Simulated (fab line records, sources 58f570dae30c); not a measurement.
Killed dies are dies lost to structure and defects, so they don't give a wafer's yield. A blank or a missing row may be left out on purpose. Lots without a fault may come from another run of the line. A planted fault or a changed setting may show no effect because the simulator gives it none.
fab line records | flow berkeley_cmos170 | part 1 of 2: steps 1 to 24 of 35
record lots=5 wafers=15 last_day=11
route steps=331 shown CONTACT@231 M1@238 V1@254
lots that met no fault: from a run of the same line without faults
start_h: hours from the record's first day to the start of the lot's first wafer shown | wait_h: hours since the lot's step before | " the same as in the row above | L1.1+2: a row that stands for several wafers | - no value, or no start given | * or withheld: withheld | < > ~ a bound
route shown NAME@n: a module of which the file shows steps, and the number in the route of the first | usual: mean/standard deviation of fault-free wafers | same: alike in all rows | chamber/n: place in a boat | sites: the reading at each site | _std_site: their standard deviation | _edge_site: outer sites' mean less inner sites' | radius_mm: how far each site lies from the wafer's centre | mask NAME#n: copy n | behind: the tool/chamber that last shaped the wafer | hold: why the lot was held/for how many hours/how that ended | device: the transistor (n, p or np) that didn't switch | end of line: the same wafers' tests at the end of the route | a step without rows: its recipe alone | killed: dies lost to structure and defects at the first sort, not the wafer's yield | map: a wafer's dies, x killed, . not, _ none there
set.NAME: the setting as run; set.NAME@STEP: as run at that earlier step | model.NAME: the simulator's own value behind a step, which no gauge read
lots at some steps of the route; a table a step, a row a wafer
services: from which hour (start_h, from the record's first day; less than 0 if before it) a tool's chamber was out of use, for how many hours, and why
## steps
# step UCB170_CONTACT_CD_MEAS_15
# recipe target_cd_nm=700
# usual cd_nm=699.7/1.2
# columns lot.wafer tool chamber start_h wait_h cd_nm
L074.4 cd_sem-01 - 141.69 - 700.5
L074.5 " - " " 700.3
L074.6 " - " " 700.5
L082.4 cd_sem-02 - 183.81 - 699.0
L082.5 " - " " 699.3
L082.6 " - " " 698.5
L086.1 cd_sem-01 - 199.24 - 701.6
L086.5 " - " " 700.7
L086.6 " - " " 703.7
L085.1 cd_sem-01 - 202.34 - 699.9
L085.3 " - " " 699.8
L085.4 " - " " 699.4
L096.1 cd_sem-02 - 250.08 - 699.9
L096.5 " - " " 700.6
L096.6 " - " " 701.3
# step UCB170_CONTACT_OVL_MEAS_16
# usual CONTACT_OVL=2/6
# columns lot.wafer tool chamber start_h wait_h CONTACT_OVL[nm]
L074.4 overlay-01 - 141.77 0.1 10
L074.5 " - " " 7
L074.6 " - " " 6
L082.4 overlay-02 - 183.89 0.1 11
L082.5 " - " " 17
L082.6 " - " " 12
L086.1 overlay-02 - 199.36 0.1 2
L086.5 " - " " 1
L086.6 " - " " -3
L085.1 overlay-01 - 202.46 0.1 2
L085.3 " - " " 1
L085.4 " - " " 4
L096.1 overlay-01 - 250.20 0.1 -2
L096.5 " - " " 2
L096.6 " - " " 4
# step UCB170_CONTACT_ETCH_17
# recipe chemistry=N2/H2 target_depth_a=withheld overetch_a=withheld target=BARC time_s=withheld source_w=500 bias_w=100 pressure_mtorr=30 n2_flow_sccm=100 h2_flow_sccm=200
# usual drypump_motor_current_A=5.7/0.35 oes_product_au=1.008/0.016 throttle_valve_pct=13.31/0.17
# columns lot.wafer tool chamber start_h wait_h drypump_motor_current_A oes_product_au throttle_valve_pct
L074.4 rie_diel-02 2 141.78 0.0 5.3 1.031 13.32
L074.5 " 0 " " 5.9 1.010 13.41
L074.6 " 1 " " 5.1 0.979 13.32
L082.4 rie_diel-03 3 183.91 0.0 5.8 0.997 13.59
L082.5 " 1 " " 6.2 1.005 13.40
L082.6 " 2 " " 5.9 0.997 13.07
L086.1 rie_diel-03 0 199.40 0.0 5.7 1.018 13.24
L086.5 " 0 " " 5.7 1.008 13.25
L086.6 " 3 " " 5.7 0.997 13.59
L085.1 rie_diel-03 0 202.49 0.0 5.8 1.011 13.25
L085.3 " 3 " " 5.7 0.993 13.59
L085.4 " 2 " " 5.9 1.009 13.08
L096.1 rie_diel-02 3 250.24 0.0 5.7 1.013 13.49
L096.5 " 1 " " 5.1 0.998 13.34
L096.6 " 2 " " 5.3 1.042 13.30
# step UCB170_CONTACT_ETCH_18
# recipe chemistry=CHF3/CF4/Ar target=PSG stop_on=TiSi2 CHF3_flow_sccm=45 cf4_flow_sccm=15 Ar_flow_sccm=150 pressure_mtorr=200 rf_w=700 target_depth_a=8400 over_etch_frac=0.2 time_s=195
# usual drypump_motor_current_A=5.7/0.35 oes_product_au=0.898/0.012 throttle_valve_pct=6.92/0.12
# columns lot.wafer tool chamber start_h wait_h drypump_motor_current_A oes_product_au rf_hours_counter_h throttle_valve_pct
L074.4 rie_diel-02 2 - - 5.3 0.922 30 7.04
L074.5 " 0 " " 5.9 0.905 - 6.94
L074.6 " 1 " " 5.1 0.895 - 6.92
L082.4 rie_diel-03 3 - - 5.8 0.906 128 7.12
L082.5 " 1 " " 6.2 0.915 - 6.94
L082.6 " 2 " " 5.9 0.893 - 6.81
L086.1 rie_diel-03 0 - - 5.8 0.888 20 6.81
L086.5 " 0 " " 5.8 0.878 - 6.79
L086.6 " 3 " " 5.8 0.900 - 7.13
L085.1 rie_diel-03 0 - - 5.7 0.887 20 6.80
L085.3 " 3 " " 5.7 0.896 129 7.15
L085.4 " 2 " " 5.9 0.896 - 6.80
L096.1 rie_diel-02 3 - - 5.7 0.901 10 7.00
L096.5 " 1 " " 5.1 0.898 - 6.93
L096.6 " 2 " " 5.3 0.918 - 7.04
# step UCB170_CONTACT_STRIP_19
# recipe chemistry=O2 power_w=400 pressure_mtorr=3500 platen_temp_c=withheld o2_flow_sccm=400 overash_fraction=0.5
# usual drypump_motor_current_A=5.3/0.39 oes_product_au=0.726/0.0047
# columns lot.wafer tool chamber start_h wait_h drypump_motor_current_A oes_product_au rf_hours_counter_h
L074.4 plasma_asher-01 1 141.98 - 5.9 0.717 -
L074.5 " 1 " " 5.9 0.719 -
L074.6 " 0 " " 5.3 0.723 -
L082.4 plasma_asher-04 0 184.11 - 4.7 0.733 -
L082.5 " 1 " " 5.5 0.722 -
L082.6 " 0 " " 4.7 0.720 -
L086.1 plasma_asher-04 0 199.57 - 4.7 0.729 44
L086.5 " 1 " " 5.5 0.719 -
L086.6 " 0 " " 4.7 0.727 -
L085.1 plasma_asher-02 0 202.66 - 5.1 0.731 52
L085.3 " 0 " " 5.1 0.730 -
L085.4 " 1 " " 5.6 0.730 -
L096.1 plasma_asher-01 0 250.41 - 5.2 0.726 15
L096.5 " 0 " " 5.2 0.728 -
L096.6 " 1 " " 5.9 0.723 -
# step UCB170_CONTACT_CD_MEAS_90
# recipe target_cd_nm=700
# usual cd_nm=700.2/1.6
# columns lot.wafer tool chamber start_h wait_h cd_nm
L074.4 cd_sem-01 - 142.11 0.1 701.9
L074.5 " - " " 702.8
L074.6 " - " " 700.6
L082.4 cd_sem-01 - 184.23 0.1 698.9
L082.5 " - " " 699.6
L082.6 " - " " 699.1
L086.1 cd_sem-02 - 199.67 0.1 704.3
L086.5 " - " " 702.6
L086.6 " - " " 704.1
L085.1 cd_sem-02 - 202.76 0.1 700.6
L085.3 " - " " 699.4
L085.4 " - " " 698.6
L096.1 cd_sem-02 - 250.51 0.1 700.0
L096.5 " - " " 700.0
L096.6 " - " " 702.4
# step UCB170_CONTACT_CLEAN_20
# recipe chemistry=SPM temp_c=120 time_s=600
# columns lot.wafer tool chamber start_h wait_h
L074.4+5+6 wet_bench-04 1 142.17 0.0
L082.4+5+6 wet_bench-03 1 184.52 0.3
L086.1+5+6 wet_bench-01 2 201.06 1.4
L085.1+3+4 wet_bench-04 0 203.27 0.5
L096.1+5+6 wet_bench-01 1 250.63 0.1
# step UCB170_M1_SPUTTER_00
# recipe material=Al target_thk_nm=600 time_s=80 power_w=6000 chamber_pressure_pa=0.5
# usual throttle_valve_pct=29.9/1.1
# columns lot.wafer tool chamber start_h wait_h throttle_valve_pct
L074.4 pvd_sputter-03 - 142.35 0.0 28.5
L074.5 " - " " 27.8
L074.6 " - " " 30.6
L082.4 pvd_sputter-01 - 184.69 0.0 28.8
L082.5 " - " " 31.5
L082.6 " - " " 30.4
L086.1 pvd_sputter-04 - 201.25 0.0 31.7
L086.5 " - " " 31.5
L086.6 " - " " 29.2
L085.1 pvd_sputter-03 - 203.44 0.0 30.6
L085.3 " - " " 27.8
L085.4 " - " " 28.6
L096.1 pvd_sputter-01 - 250.80 0.0 29.1
L096.5 " - " " 30.5
L096.6 " - " " 29.0
# step UCB170_M1_RS_MEAS_01
# recipe thk_meas_gauge=four-point-probe reads=Al_of_M1_SPUTTER_00
# usual M1_AL_RS=0.0486/0.00051
# columns lot.wafer tool chamber start_h wait_h M1_AL_RS[ohm/sq]
L074.4 film_metro-02 - 142.64 0.3 0.0486
L074.5 " - " " 0.0485
L074.6 " - " " 0.0488
L082.4 film_metro-02 - 184.81 0.1 0.0483
L082.5 " - " " 0.0490
L082.6 " - " " 0.0483
L086.1 film_metro-02 - 201.32 0.0 0.0488
L086.5 " - " " 0.0487
L086.6 " - " " 0.0476
L085.1 film_metro-02 - 203.50 0.0 0.0489
L085.3 " - " " 0.0482
L085.4 " - " " 0.0487
L096.1 film_metro-02 - 250.86 0.0 0.0482
L096.5 " - " " 0.0481
L096.6 " - " " 0.0482
# step UCB170_M1_THK_MEAS_02
# recipe thk_meas_gauge=xrf reads=Al_of_M1_SPUTTER_00
# usual M1_AL_THK=597/6.2
# columns lot.wafer tool chamber start_h wait_h M1_AL_THK[nm]
L074.4 film_metro-02 - 142.73 0.1 598
L074.5 " - " " 600
L074.6 " - " " 595
L082.4 film_metro-02 - 184.90 0.1 605
L082.5 " - " " 596
L082.6 " - " " 602
L086.1 film_metro-02 - 201.44 0.1 592
L086.5 " - " " 594
L086.6 " - " " 605
L085.1 film_metro-02 - 203.62 0.1 594
L085.3 " - " " 598
L085.4 " - " " 593
L096.1 film_metro-02 - 250.98 0.1 601
L096.5 " - " " 602
L096.6 " - " " 601
# step UCB170_M1_COAT_03
# recipe resist=BARC temp_c=withheld time_s=withheld spin_rpm=3000 resist_thk_nm=withheld
# usual exhaust_pa=45.2/1 spin_speed_rpm=2999.7/2
# columns lot.wafer tool chamber start_h wait_h exhaust_pa spin_speed_rpm
L074.4 litho_track-04 0 142.84 0.1 45.5 2999.7
L074.5 " 0 " " 46.7 3003.1
L074.6 " 0 " " 46.3 3005.0
L082.4 litho_track-04 0 185.01 0.1 44.9 2998.2
L082.5 " 0 " " 46.6 2999.4
L082.6 " 0 " " 47.5 2998.1
L086.1 litho_track-02 0 201.58 0.1 44.3 2999.2
L086.5 " 0 " " 44.6 3001.0
L086.6 " 0 " " 44.7 3000.1
L085.1 litho_track-02 0 204.10 0.5 44.9 2998.3
L085.3 " 0 " " 44.7 2999.3
L085.4 " 0 " " 44.4 2999.7
L096.1 litho_track-03 0 251.29 0.3 43.4 2997.9
L096.5 " 0 " " 42.9 2998.3
L096.6 " 0 " " 45.1 2998.7
# step UCB170_M1_COAT_04
# recipe resist=KrF spin_rpm=1500 resist_thk_nm=900
# usual exhaust_pa=44.8/0.79 spin_speed_rpm=1500.0/1
# columns lot.wafer tool chamber start_h wait_h exhaust_pa spin_speed_rpm
L074.4 litho_track-04 0 - - 44.8 1500.2
L074.5 " 0 " " 45.4 1499.3
L074.6 " 0 " " 45.0 1500.4
L082.4 litho_track-04 0 - - 44.5 1500.1
L082.5 " 0 " " 46.0 1499.8
L082.6 " 0 " " 46.1 1501.0
L086.1 litho_track-02 0 - - 44.3 1499.0
L086.5 " 0 " " 43.6 1498.4
L086.6 " 0 " " 43.4 1498.3
L085.1 litho_track-02 0 - - 45.0 1498.2
L085.3 " 0 " " 45.0 1500.3
L085.4 " 0 " " 44.1 1500.1
L096.1 litho_track-03 0 - - 45.5 1499.6
L096.5 " 0 " " 45.1 1498.9
L096.6 " 0 " " 44.1 1502.6
# step UCB170_M1_SOFTBAKE_05
# recipe resist=KrF temp_c=130 time_s=60
# usual exhaust_pa=44.9/0.73
# columns lot.wafer tool chamber start_h wait_h exhaust_pa
L074.4 litho_track-04 0 - - 45.1
L074.5 " 0 " " 45.6
L074.6 " 0 " " 44.9
L082.4 litho_track-04 0 - - 44.9
L082.5 " 0 " " 44.1
L082.6 " 0 " " 44.9
L086.1 litho_track-02 0 - - 44.8
L086.5 " 0 " " 45.7
L086.6 " 0 " " 44.4
L085.1 litho_track-02 0 - - 45.7
L085.3 " 0 " " 46.8
L085.4 " 0 " " 46.4
L096.1 litho_track-03 0 - - 44.1
L096.5 " 0 " " 44.8
L096.6 " 0 " " 45.6
# step UCB170_M1_EXPOSE_06
# recipe mask_id=METAL1 target_cd_nm=700 na=0.5 sigma_outer=0.6 source_shape=conventional dose_mj=21
# columns lot.wafer tool chamber start_h wait_h mask
L074.4+5+6 krf_scanner-01 0 143.27 - METAL1#0
L082.4+5+6 krf_scanner-01 0 185.44 - METAL1#0
L086.1+5+6 krf_scanner-02 0 202.03 - METAL1#0
L085.1+3+4 krf_scanner-01 0 204.55 - METAL1#0
L096.1+5+6 krf_scanner-02 0 251.86 - METAL1#0
# step UCB170_M1_PEB_07
# recipe peb_temp_c=130 peb_time_s=withheld resist=KrF
# usual exhaust_pa=45.0/0.92
# columns lot.wafer tool chamber start_h wait_h exhaust_pa
L074.4 litho_track-04 0 143.40 0.1 45.6
L074.5 " 0 " " 46.6
L074.6 " 0 " " 44.9
L082.4 litho_track-02 0 185.58 0.1 45.0
L082.5 " 0 " " 44.0
L082.6 " 0 " " 44.3
L086.1 litho_track-04 0 202.15 0.1 46.0
L086.5 " 0 " " 45.8
L086.6 " 0 " " 46.1
L085.1 litho_track-02 0 204.67 0.1 45.3
L085.3 " 0 " " 45.1
L085.4 " 0 " " 45.7
L096.1 litho_track-04 0 251.98 0.1 43.0
L096.5 " 0 " " 44.0
L096.6 " 0 " " 43.0
# step UCB170_M1_DEVELOP_08
# recipe developer=TMAH develop_time_s=45 resist=KrF dev_temp_c=21
# usual exhaust_pa=45.1/0.86
# columns lot.wafer tool chamber start_h wait_h exhaust_pa
L074.4 litho_track-04 0 - - 45.8
L074.5 " 0 " " 44.1
L074.6 " 0 " " 45.8
L082.4 litho_track-02 0 - - 43.8
L082.5 " 0 " " 45.6
L082.6 " 0 " " 45.9
L086.1 litho_track-04 0 - - 45.7
L086.5 " 0 " " 47.0
L086.6 " 0 " " 45.5
L085.1 litho_track-02 0 - - 44.3
L085.3 " 0 " " 43.6
L085.4 " 0 " " 45.2
L096.1 litho_track-04 0 - - 45.2
L096.5 " 0 " " 45.5
L096.6 " 0 " " 46.1
# step UCB170_M1_CD_MEAS_09
# recipe target_cd_nm=700
# usual cd_nm=700.2/1.4
# columns lot.wafer tool chamber start_h wait_h cd_nm
L074.4 cd_sem-02 - 143.66 - 701.0
L074.5 " - " " 700.9
L074.6 " - " " 701.8
L082.4 cd_sem-02 - 185.84 - 698.9
L082.5 " - " " 697.9
L082.6 " - " " 697.8
L086.1 cd_sem-02 - 202.42 - 699.9
L086.5 " - " " 701.6
L086.6 " - " " 701.3
L085.1 cd_sem-01 - 204.94 - 700.0
L085.3 " - " " 700.4
L085.4 " - " " 697.8
L096.1 cd_sem-02 - 252.25 - 697.1
L096.5 " - " " 698.6
L096.6 " - " " 700.1
# step UCB170_M1_OVL_MEAS_10
# usual M1_OVL=-2/4.8
# columns lot.wafer tool chamber start_h wait_h M1_OVL[nm]
L074.4 overlay-02 - 143.74 0.1 7
L074.5 " - " " -3
L074.6 " - " " 0
L082.4 overlay-02 - 185.91 0.1 -5
L082.5 " - " " -15
L082.6 " - " " -9
L086.1 overlay-02 - 202.54 0.1 4
L086.5 " - " " 0
L086.6 " - " " 0
L085.1 overlay-02 - 205.06 0.1 -1
L085.3 " - " " 5
L085.4 " - " " 4
L096.1 overlay-01 - 252.40 0.1 -4
L096.5 " - " " -9
L096.6 " - " " 0
# step UCB170_M1_ETCH_11
# recipe chemistry=N2/H2 target_depth_a=withheld overetch_a=withheld target=BARC time_s=withheld source_w=500 bias_w=100 pressure_mtorr=30 n2_flow_sccm=100 h2_flow_sccm=200
# usual drypump_motor_current_A=5.7/0.37 oes_product_au=1.002/0.015 throttle_valve_pct=13.36/0.15
# columns lot.wafer tool chamber start_h wait_h drypump_motor_current_A oes_product_au throttle_valve_pct
L074.4 rie_diel-03 1 143.76 0.0 6.2 1.014 13.41
L074.5 " 1 " " 6.2 1.010 13.39
L074.6 " 0 " " 5.7 0.997 13.24
L082.4 rie_diel-01 3 185.93 0.0 5.9 0.994 13.30
L082.5 " 3 " " 5.9 0.989 13.32
L082.6 " 2 " " 5.9 0.995 13.52
L086.1 rie_diel-01 0 202.58 0.0 5.9 0.989 13.45
L086.5 " 2 " " 5.9 0.988 13.52
L086.6 " 1 " " 4.9 1.010 13.25
L085.1 rie_diel-02 2 205.10 0.0 5.3 1.034 13.31
L085.3 " 0 " " 5.9 1.017 13.40
L085.4 " 3 " " 5.7 0.994 13.49
L096.1 rie_diel-01 1 252.44 0.0 4.9 1.004 13.25
L096.5 " 1 " " 4.9 1.011 13.24
L096.6 " 0 " " 5.9 0.998 13.47
# step UCB170_M1_METAL_ETCH_12
# recipe chemistry=Cl2/BCl3 target=Al stop_on=PSG pressure_mtorr=12 target_depth_a=7800 over_etch_frac=0.3 time_s=130 icp_w=600 bias_w=120 Cl2_flow_sccm=90 bcl3_flow_sccm=45
# usual drypump_motor_current_A=5.6/0.52 oes_product_au=0.861/0.011 throttle_valve_pct=24.51/0.19
# columns lot.wafer tool chamber start_h wait_h drypump_motor_current_A oes_product_au rf_hours_counter_h throttle_valve_pct
L074.4 rie_metal-03 1 143.85 - 6.2 0.880 - 24.21
L074.5 " 0 " " 5.6 0.873 - 24.43
L074.6 " 1 " " 6.2 0.883 - 24.24
L082.4 rie_metal-03 1 186.02 - 6.2 0.887 - 24.23
L082.5 " 0 " " 5.6 0.866 - 24.46
L082.6 " 1 " " 6.2 0.875 - 24.23
L086.1 rie_metal-02 1 202.62 - 6.1 0.851 11.2 24.44
L086.5 " 0 " " 4.9 0.850 - 24.57
L086.6 " 1 " " 6.1 0.863 - 24.44
L085.1 rie_metal-02 0 205.14 - 5.0 0.850 10.5 24.59
L085.3 " 0 " " 4.9 0.857 - 24.59
L085.4 " 1 " " 6.1 0.848 - 24.44
L096.1 rie_metal-01 0 252.48 - 6.0 0.861 4.6 24.51
L096.5 " 0 " " 6.0 0.867 - 24.49
L096.6 " 1 " " 4.9 0.856 - 24.83
# step UCB170_M1_STRIP_13
# recipe chemistry=O2 power_w=400 pressure_mtorr=3500 platen_temp_c=withheld o2_flow_sccm=400 overash_fraction=0.5
# usual drypump_motor_current_A=5.44/0.27 oes_product_au=0.721/0.0049
# columns lot.wafer tool chamber start_h wait_h drypump_motor_current_A oes_product_au rf_hours_counter_h
L074.4 plasma_asher-02 0 143.97 0.1 5.03 0.720 -
L074.5 " 1 " " 5.60 0.724 -
L074.6 " 0 " " 5.04 0.719 -
L082.4 plasma_asher-03 0 186.14 0.1 5.40 0.723 -
L082.5 " 1 " " 5.28 0.726 -
L082.6 " 0 " " 5.37 0.725 -
L086.1 plasma_asher-01 1 202.75 0.1 5.90 0.719 9
L086.5 " 1 " " 5.90 0.720 -
L086.6 " 0 " " 5.25 0.725 -
L085.1 plasma_asher-01 0 205.27 0.1 5.22 0.719 9
L085.3 " 0 " " 5.25 0.731 -
L085.4 " 1 " " 5.88 0.730 -
L096.1 plasma_asher-01 0 252.62 0.1 5.26 0.714 15
L096.5 " 0 " " 5.25 0.727 -
L096.6 " 1 " " 5.85 0.717 -
# step UCB170_M1_CD_MEAS_90
# recipe target_cd_nm=700
# usual cd_nm=700.2/1.9
# columns lot.wafer tool chamber start_h wait_h cd_nm
L074.4 cd_sem-02 - 144.09 0.1 699.5
L074.5 " - " " 699.6
L074.6 " - " " 701.1
L082.4 cd_sem-01 - 186.27 0.1 699.3
L082.5 " - " " 697.9
L082.6 " - " " 698.0
L086.1 cd_sem-01 - 202.85 0.1 699.9
L086.5 " - " " 702.2
L086.6 " - " " 702.6
L085.1 cd_sem-02 - 205.37 0.1 700.2
L085.3 " - " " 696.9
L085.4 " - " " 697.6
L096.1 cd_sem-02 - 252.72 0.1 697.4
L096.5 " - " " 700.0
L096.6 " - " " 700.6
# step UCB170_M1_ANNEAL_14
# recipe temp_c=400 time_s=1200 ambient=forming_gas
# usual spike_tc_load_C=423.0/2.7 tube_center_temp_C=400/0.036
# columns lot.wafer tool chamber start_h wait_h spike_tc_load_C tube_center_temp_C
L074.4 - - 147.34 3.2 425.9 399.99
L074.5 " - " " 424.4 399.98
L074.6 " - " " 424.5 400.04
L082.4 - - 189.59 3.3 424.6 399.97
L082.5 " - " " 423.0 399.95
L082.6 " - " " 424.3 400.02
L085.1 - - 206.04 0.6 424.5 400.05
L085.3 " - " " 423.9 400.01
L085.4 " - " " 422.5 399.98
L086.1 - - 206.04 3.2 424.6 400.01
L086.5 " - " " 423.0 400.01
L086.6 " - " " 425.5 400
L096.1 - - 255.94 3.2 424.3 399.98
L096.5 " - " " 423.5 400.02
L096.6 " - " " 425.9 400.02
# step UCB170_V1_CVD_00
# recipe material=SiO2 target_thk_nm=2000 temp_c=390 precursor=TEOS/O2 time_s=250 rf_w=550 pressure_mtorr=9000
# usual heater_power_w=246/56
# columns lot.wafer tool chamber start_h wait_h heater_power_w
L074.4 pecvd-01 1 148.75 0.1 186
L074.5 " 2 " " 188
L074.6 " 0 " " 205
L082.4 pecvd-02 1 191.00 0.1 363
L082.5 " 0 " " 249
L082.6 " 2 " " 335
L085.1 pecvd-02 2 207.37 0.0 325
L085.3 " 1 " " 295
L085.4 " 0 " " 346
L086.1 pecvd-04 2 207.37 0.0 158
L086.5 " 1 " " 171
L086.6 " 0 " " 220
L096.1 pecvd-02 0 257.27 0.0 332
L096.5 " 1 " " 366
L096.6 " 2 " " 231
